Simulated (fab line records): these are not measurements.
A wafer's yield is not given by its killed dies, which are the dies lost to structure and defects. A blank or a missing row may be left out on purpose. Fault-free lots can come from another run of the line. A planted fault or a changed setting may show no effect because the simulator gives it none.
2 desks looking at one fault -- flow berkeley_cmos170 -- numbers are kept per desk, each desk with only its own; the story behind them comes last

## AT THE METROLOGY DESK
Lot by lot, what the gauges showed, no matter which tool ran the lot: averages of those sampled wafers that carry a number. A lot is out of limits, marked OUT, if its mean lies more than 4 standard deviations from the usual mean; the brackets give that distance.
Columns: A = NWELL_TW at UCB170_NWELL_TW_MEAS_16, usual 1245; B = PVT_OVL at UCB170_PVT_OVL_MEAS_06, usual 3 nm; C = cd_nm at UCB170_GATE_CD_MEAS_90, usual 349.9 nm
lot,first seen here,A,B,C
L760,day 3 05:34,1238,0,348.5
L761,day 3 13:43,1244,1,349.0
L763,day 3 16:25,1238,3,350.2
L764,day 3 16:41,1245,7,349.9
L766,day 4 10:42,1244,-1,349.9
L767,day 4 15:58,1221,-5,350.4
L768,day 4 16:08,1245,4,350.2
L772,day 5 14:25,1243,4,350.2
L771,day 5 14:58,1212 (-4.3) OUT,2,350.8
L774,day 6 09:16,1257,-3,351.6
L775,day 6 09:31,1232,3,349.3
L777,day 6 17:02,1258,10,352.4
L780,day 7 09:58,1248,-1,350.2
L779,day 7 09:59,1249,3,348.0
This desk finds L771 out of limits, with the earliest case on L771 at day 5 14:58 (NWELL_TW at UCB170_NWELL_TW_MEAS_16). L760, L761, L763, L764, L766, L767, L768, L772, L774, L775, L777, L780, L779: within limits.

## FOR THE TOOL OWNER'S DESK: implanter-03
The tool's own readings at UCB170_NWELL_IMPLANT_14: means of the sampled wafers that have a number, for each lot that ran on this tool. A lot is out of limits, marked OUT, if its mean lies more than 4 standard deviations from the usual mean; the brackets give that distance.
Columns: A = dose_ions_cm2 at UCB170_NWELL_IMPLANT_14, usual 9.997e+12
lot,first seen here,A
L763,day 3 16:10,9.998e+12
L766,day 4 10:29,9.991e+12
L767,day 4 15:43,1.000e+13
L771,day 5 14:43,9.998e+12
Finding of this desk: none of the 4 lots has anything out of limits.

## PUT TOGETHER
On L771, the metrology desk was in a position to raise an alarm at day 5 14:58.
Nothing out of limits was seen by the tool owner's desk.
The tool owner's desk has L771 on record, within its limits.
UCB170_NWELL_IMPLANT_14 was run on implanter-03 by each of the lots named.

## WHAT HAD BEEN PUT IN BY THE SIMULATOR
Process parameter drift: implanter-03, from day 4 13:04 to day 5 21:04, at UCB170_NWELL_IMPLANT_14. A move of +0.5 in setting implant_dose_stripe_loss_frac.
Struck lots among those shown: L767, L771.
Hours from the fault's start to each desk's first reading out of limits: the metrology desk, 26.
